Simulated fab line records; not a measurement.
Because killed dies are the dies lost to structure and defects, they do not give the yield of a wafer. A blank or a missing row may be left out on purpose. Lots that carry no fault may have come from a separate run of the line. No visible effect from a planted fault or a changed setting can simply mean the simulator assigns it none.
Split-lot study || flow berkeleyCmos170 || 23 wafers read across 5 lots, on a route 331 steps long

THE SPLIT ITSELF
At UCB170_GATE_PEB_10, the setting pebTempC was moved away from the recipe's 130 C on 5 of the 23 wafers read, by -2.1% to -0.9%. The other wafers ran this setting at the recipe's value.

FROM THE SPLIT TO THE READING: what the file shows between them, 5 steps
- UCB170_GATE_DEVELOP_11: develop time 45 s
- UCB170_GATE_CD_MEAS_12: target cd 350 nm
- UCB170_GATE_ETCH_14: etches BARC in N2/H2
- UCB170_GATE_ETCH_15: etches poly-Si in HBr/Cl2, stops on SiO2, time 56.3 s, target depth 278.2 nm
- UCB170_GATE_STRIP_16: strips in O2

THE READING
At UCB170_GATE_CD_MEAS_90: cdNm in nanometres, against a target cd of 350 nm. Fault-free wafers of this fab line usually give 349.4 nm, standard deviation 1.4 nm.

{"wafer": "L074.1", "tool, chamber at the split": "lithoTrack-02, 0", "pebTempC as run, C": 130, "against the recipe": "recipe", "cdNm, nm": 349.0, "against lot-mates on the recipe": "-"}
{"wafer": "L074.3", "tool, chamber at the split": "lithoTrack-02, 0", "pebTempC as run, C": 128.8, "against the recipe": "-0.9%", "cdNm, nm": 357.5, "against lot-mates on the recipe": "+8.2"}
{"wafer": "L074.4", "tool, chamber at the split": "lithoTrack-02, 0", "pebTempC as run, C": 128.8, "against the recipe": "-0.9%", "cdNm, nm": 357.5, "against lot-mates on the recipe": "+8.2"}
{"wafer": "L074.5", "tool, chamber at the split": "lithoTrack-02, 0", "pebTempC as run, C": 130, "against the recipe": "recipe", "cdNm, nm": 349.5, "against lot-mates on the recipe": "-"}
{"wafer": "L074.6", "tool, chamber at the split": "lithoTrack-02, 0", "pebTempC as run, C": 128.8, "against the recipe": "-0.9%", "cdNm, nm": 357.6, "against lot-mates on the recipe": "+8.4"}
{"wafer": "L080.2", "tool, chamber at the split": "lithoTrack-02, 0", "pebTempC as run, C": 130, "against the recipe": "recipe", "cdNm, nm": 350.1, "against lot-mates on the recipe": "-"}
{"wafer": "L080.3", "tool, chamber at the split": "lithoTrack-02, 0", "pebTempC as run, C": 130, "against the recipe": "recipe", "cdNm, nm": 349.5, "against lot-mates on the recipe": "-"}
{"wafer": "L080.4", "tool, chamber at the split": "lithoTrack-02, 0", "pebTempC as run, C": 130, "against the recipe": "recipe", "cdNm, nm": 348.0, "against lot-mates on the recipe": "-"}
{"wafer": "L080.5", "tool, chamber at the split": "lithoTrack-02, 0", "pebTempC as run, C": 130, "against the recipe": "recipe", "cdNm, nm": 350.6, "against lot-mates on the recipe": "-"}
{"wafer": "L080.6", "tool, chamber at the split": "lithoTrack-02, 0", "pebTempC as run, C": 130, "against the recipe": "recipe", "cdNm, nm": 348.7, "against lot-mates on the recipe": "-"}
{"wafer": "L084.1", "tool, chamber at the split": "lithoTrack-04, 0", "pebTempC as run, C": 130, "against the recipe": "recipe", "cdNm, nm": 347.7, "against lot-mates on the recipe": "-"}
{"wafer": "L084.5", "tool, chamber at the split": "lithoTrack-04, 0", "pebTempC as run, C": 130, "against the recipe": "recipe", "cdNm, nm": 348.1, "against lot-mates on the recipe": "-"}
{"wafer": "L084.6", "tool, chamber at the split": "lithoTrack-04, 0", "pebTempC as run, C": 130, "against the recipe": "recipe", "cdNm, nm": 347.6, "against lot-mates on the recipe": "-"}
{"wafer": "L082.1", "tool, chamber at the split": "lithoTrack-03, 0", "pebTempC as run, C": 130, "against the recipe": "recipe", "cdNm, nm": 353.1, "against lot-mates on the recipe": "-"}
{"wafer": "L082.2", "tool, chamber at the split": "lithoTrack-03, 0", "pebTempC as run, C": 127.3, "against the recipe": "-2.1%", "cdNm, nm": 371.6, "against lot-mates on the recipe": "+19.9"}
{"wafer": "L082.4", "tool, chamber at the split": "lithoTrack-03, 0", "pebTempC as run, C": 130, "against the recipe": "recipe", "cdNm, nm": 351.4, "against lot-mates on the recipe": "-"}
{"wafer": "L082.5", "tool, chamber at the split": "lithoTrack-03, 0", "pebTempC as run, C": 127.3, "against the recipe": "-2.1%", "cdNm, nm": 372.0, "against lot-mates on the recipe": "+20.3"}
{"wafer": "L082.6", "tool, chamber at the split": "lithoTrack-03, 0", "pebTempC as run, C": 130, "against the recipe": "recipe", "cdNm, nm": 350.5, "against lot-mates on the recipe": "-"}
{"wafer": "L081.2", "tool, chamber at the split": "lithoTrack-02, 0", "pebTempC as run, C": 130, "against the recipe": "recipe", "cdNm, nm": 349.6, "against lot-mates on the recipe": "-"}
{"wafer": "L081.3", "tool, chamber at the split": "lithoTrack-02, 0", "pebTempC as run, C": 130, "against the recipe": "recipe", "cdNm, nm": 350.3, "against lot-mates on the recipe": "-"}
{"wafer": "L081.4", "tool, chamber at the split": "lithoTrack-02, 0", "pebTempC as run, C": 130, "against the recipe": "recipe", "cdNm, nm": 348.3, "against lot-mates on the recipe": "-"}
{"wafer": "L081.5", "tool, chamber at the split": "lithoTrack-02, 0", "pebTempC as run, C": 130, "against the recipe": "recipe", "cdNm, nm": 349.4, "against lot-mates on the recipe": "-"}
{"wafer": "L081.6", "tool, chamber at the split": "lithoTrack-02, 0", "pebTempC as run, C": 130, "against the recipe": "recipe", "cdNm, nm": 348.9, "against lot-mates on the recipe": "-"}

FIT RESULTS
A straight line over all 23 wafers: cdNm changes by -10.4 nm for each +1% of pebTempC; r = -0.98; the points scatter about the line by 1.4 nm.
The same after taking each lot's own level away (the mean of its wafers on the recipe; 23 wafers): -9.56 nm for each +1%; r = -0.99; scatter 0.74 nm.
On that fit, the largest move of pebTempC shifts the reading by 20 nm.
From 347.80 to 351.67 nm: that is the span of the lots' own levels, equal to 2.8 times the standard deviation above.
Consequently the slope shifts little with the lot-to-lot level, the two slopes agreeing.
Check: for one of the wafers moved furthest among these (-2.1%), held out of the fit, the line's prediction against its lot-mates is +19.7 nm. Against them it came out at +19.9 nm.

THE WHOLE CHAIN: every reading that the file lists as answering this split, in the file's order
{"step": "UCB170_GATE_CD_MEAS_12", "what it does": "target cd 350 nm", "reading": "cdNm", "change (the file's fit)": "-9.59 nm for each +1% of the setting", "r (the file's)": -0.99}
{"step": "UCB170_GATE_ETCH_15", "what it does": "etches poly-Si in HBr/Cl2, stops on SiO2, time 56.3 s, target depth 278.2 nm", "reading": "GATE.cdNm (the simulator's own value, which no gauge read)", "change (the file's fit)": "-9.63 nm for each +1% of the setting", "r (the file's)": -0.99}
{"step": "UCB170_GATE_CD_MEAS_90", "what it does": "target cd 350 nm", "reading": "cdNm", "change (the file's fit)": "-9.6 nm for each +1% of the setting", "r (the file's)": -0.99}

FILE'S OWN FIT
cdNm changes by -9.6 nm for each +1% of pebTempC, r = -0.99.
